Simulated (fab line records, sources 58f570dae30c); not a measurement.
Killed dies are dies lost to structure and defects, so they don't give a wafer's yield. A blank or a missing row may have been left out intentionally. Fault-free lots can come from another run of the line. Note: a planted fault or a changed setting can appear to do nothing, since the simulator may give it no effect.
A sampling plan put to the test :: flow berkeleyCmos170 :: 13 faults told of in these records, all on one fab line, each judged by the records of the lots it struck
Plan = the line's own looks (route steps where a gauge or an inspection reads the wafer without altering it). A look can be judged if struck wafers have a number there and the file gives its usual mean and standard deviation on fault-free wafers. Caught: 4 or more of those standard deviations (sigma) separate the usual mean from the mean of the struck wafers at a look after the fault's first step. On the tool: the identical test, applied to the tool's own readings at the steps of the fault. If the struck wafers alone have a blank record, or they carry another recipe, that too counts as caught.

== THE FAULTS, as the simulator had put them in ==
1. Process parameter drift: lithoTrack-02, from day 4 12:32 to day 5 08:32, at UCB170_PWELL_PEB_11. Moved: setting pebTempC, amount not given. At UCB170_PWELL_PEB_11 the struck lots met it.
2. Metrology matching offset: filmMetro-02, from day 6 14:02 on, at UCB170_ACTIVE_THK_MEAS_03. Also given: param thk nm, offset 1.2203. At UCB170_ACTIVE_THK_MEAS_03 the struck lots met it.
3. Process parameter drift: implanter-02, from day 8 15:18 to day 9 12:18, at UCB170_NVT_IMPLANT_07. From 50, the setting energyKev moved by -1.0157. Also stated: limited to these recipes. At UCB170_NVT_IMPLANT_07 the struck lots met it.
4. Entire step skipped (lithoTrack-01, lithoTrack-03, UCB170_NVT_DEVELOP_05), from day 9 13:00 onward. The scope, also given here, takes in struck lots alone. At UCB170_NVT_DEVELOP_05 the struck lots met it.
5. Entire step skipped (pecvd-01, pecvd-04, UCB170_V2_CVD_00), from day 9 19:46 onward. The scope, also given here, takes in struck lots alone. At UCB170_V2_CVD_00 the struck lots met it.
6. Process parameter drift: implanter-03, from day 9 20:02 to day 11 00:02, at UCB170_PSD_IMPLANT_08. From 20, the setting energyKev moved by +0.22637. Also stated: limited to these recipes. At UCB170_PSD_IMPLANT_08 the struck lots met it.
7. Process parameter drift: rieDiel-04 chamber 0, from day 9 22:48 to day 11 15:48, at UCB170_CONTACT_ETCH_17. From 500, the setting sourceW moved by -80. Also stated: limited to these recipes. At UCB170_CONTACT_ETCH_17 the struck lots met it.
8. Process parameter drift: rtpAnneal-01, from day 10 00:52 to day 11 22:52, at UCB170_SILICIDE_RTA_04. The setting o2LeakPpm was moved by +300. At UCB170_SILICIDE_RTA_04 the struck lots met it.
9. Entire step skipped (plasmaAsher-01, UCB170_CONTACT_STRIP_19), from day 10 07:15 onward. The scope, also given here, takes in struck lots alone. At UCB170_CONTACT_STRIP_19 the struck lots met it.
10. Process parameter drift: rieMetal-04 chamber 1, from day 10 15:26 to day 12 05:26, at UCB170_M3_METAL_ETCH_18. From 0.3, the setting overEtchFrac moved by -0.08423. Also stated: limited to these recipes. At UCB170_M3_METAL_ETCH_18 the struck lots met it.
11. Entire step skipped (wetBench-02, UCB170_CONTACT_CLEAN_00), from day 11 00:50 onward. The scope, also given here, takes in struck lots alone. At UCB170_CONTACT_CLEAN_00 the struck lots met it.
12. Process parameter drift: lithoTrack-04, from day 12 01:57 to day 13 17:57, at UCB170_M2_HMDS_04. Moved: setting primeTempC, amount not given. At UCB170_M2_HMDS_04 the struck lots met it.
13. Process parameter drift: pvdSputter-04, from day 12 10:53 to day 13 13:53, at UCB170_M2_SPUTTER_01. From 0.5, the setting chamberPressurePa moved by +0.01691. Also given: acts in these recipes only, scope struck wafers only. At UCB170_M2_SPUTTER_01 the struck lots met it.

== WHAT THE PLAN SAW ==
fault: 1
on the tool itself: heaterPowerTotalW +16 sigma
first look that catches it: none of the 2 looks that can be judged after it
reading, sigma: -
median hours from its first step to that look: -
hours from the fault's start to the first struck lot there: -
judged looks passed uncaught: 2

fault: 2
on the tool itself: only faintly: ACTIVE_OXIDE_THK +3.1 sigma
first look that catches it: none of the 2 looks that can be judged after it
reading, sigma: -
median hours from its first step to that look: -
hours from the fault's start to the first struck lot there: -
judged looks passed uncaught: 2

fault: 3
on the tool itself: beamEnergyKeV -64 sigma
first look that catches it: no look after it can be judged
reading, sigma: -
median hours from its first step to that look: -
hours from the fault's start to the first struck lot there: -
judged looks passed uncaught: 0

fault: 4
on the tool itself: the tool's record is blank for the struck wafers
first look that catches it: none of the 2 looks that can be judged after it
reading, sigma: -
median hours from its first step to that look: -
hours from the fault's start to the first struck lot there: -
judged looks passed uncaught: 2

fault: 5
on the tool itself: the tool's record is blank for the struck wafers
first look that catches it: no look after it can be judged
reading, sigma: -
median hours from its first step to that look: -
hours from the fault's start to the first struck lot there: -
judged looks passed uncaught: 0

fault: 6
on the tool itself: beamEnergyKeV +32 sigma
first look that catches it: not the one look that can be judged after it
reading, sigma: -
median hours from its first step to that look: -
hours from the fault's start to the first struck lot there: -
judged looks passed uncaught: 1

fault: 7
on the tool itself: rfFwdPowerW -39 sigma
first look that catches it: no look after it can be judged
reading, sigma: -
median hours from its first step to that look: -
hours from the fault's start to the first struck lot there: -
judged looks passed uncaught: 0

fault: 8
on the tool itself: chamberO2Ppm +99 or beyond sigma
first look that catches it: no look after it can be judged
reading, sigma: -
median hours from its first step to that look: -
hours from the fault's start to the first struck lot there: -
judged looks passed uncaught: 0

fault: 9
on the tool itself: the tool's record is blank for the struck wafers
first look that catches it: no look after it can be judged
reading, sigma: -
median hours from its first step to that look: -
hours from the fault's start to the first struck lot there: -
judged looks passed uncaught: 0

fault: 10
on the tool itself: only faintly: oesProductAu +3.2 sigma
first look that catches it: no look after it can be judged
reading, sigma: -
median hours from its first step to that look: -
hours from the fault's start to the first struck lot there: -
judged looks passed uncaught: 0

fault: 11
on the tool itself: the tool's record is blank for the struck wafers
first look that catches it: none of the 2 looks that can be judged after it
reading, sigma: -
median hours from its first step to that look: -
hours from the fault's start to the first struck lot there: -
judged looks passed uncaught: 2

fault: 12
on the tool itself: primeTempC -4.7 sigma
first look that catches it: no look after it can be judged
reading, sigma: -
median hours from its first step to that look: -
hours from the fault's start to the first struck lot there: -
judged looks passed uncaught: 0

fault: 13
on the tool itself: chamberPressurePa +14 sigma
first look that catches it: no look after it can be judged
reading, sigma: -
median hours from its first step to that look: -
hours from the fault's start to the first struck lot there: -
judged looks passed uncaught: 0
A dash: the fault isn't caught, or these records don't give the number.

Caught at a look: 0 of 13. Caught on the tool: 11 of 13. By one or the other: 11 of 13.
On the tool alone, faults 1, 3, 4, 5, 6, 7, 8, 9, 11, 12, 13 were caught.
Caught by neither: faults 2, 10.
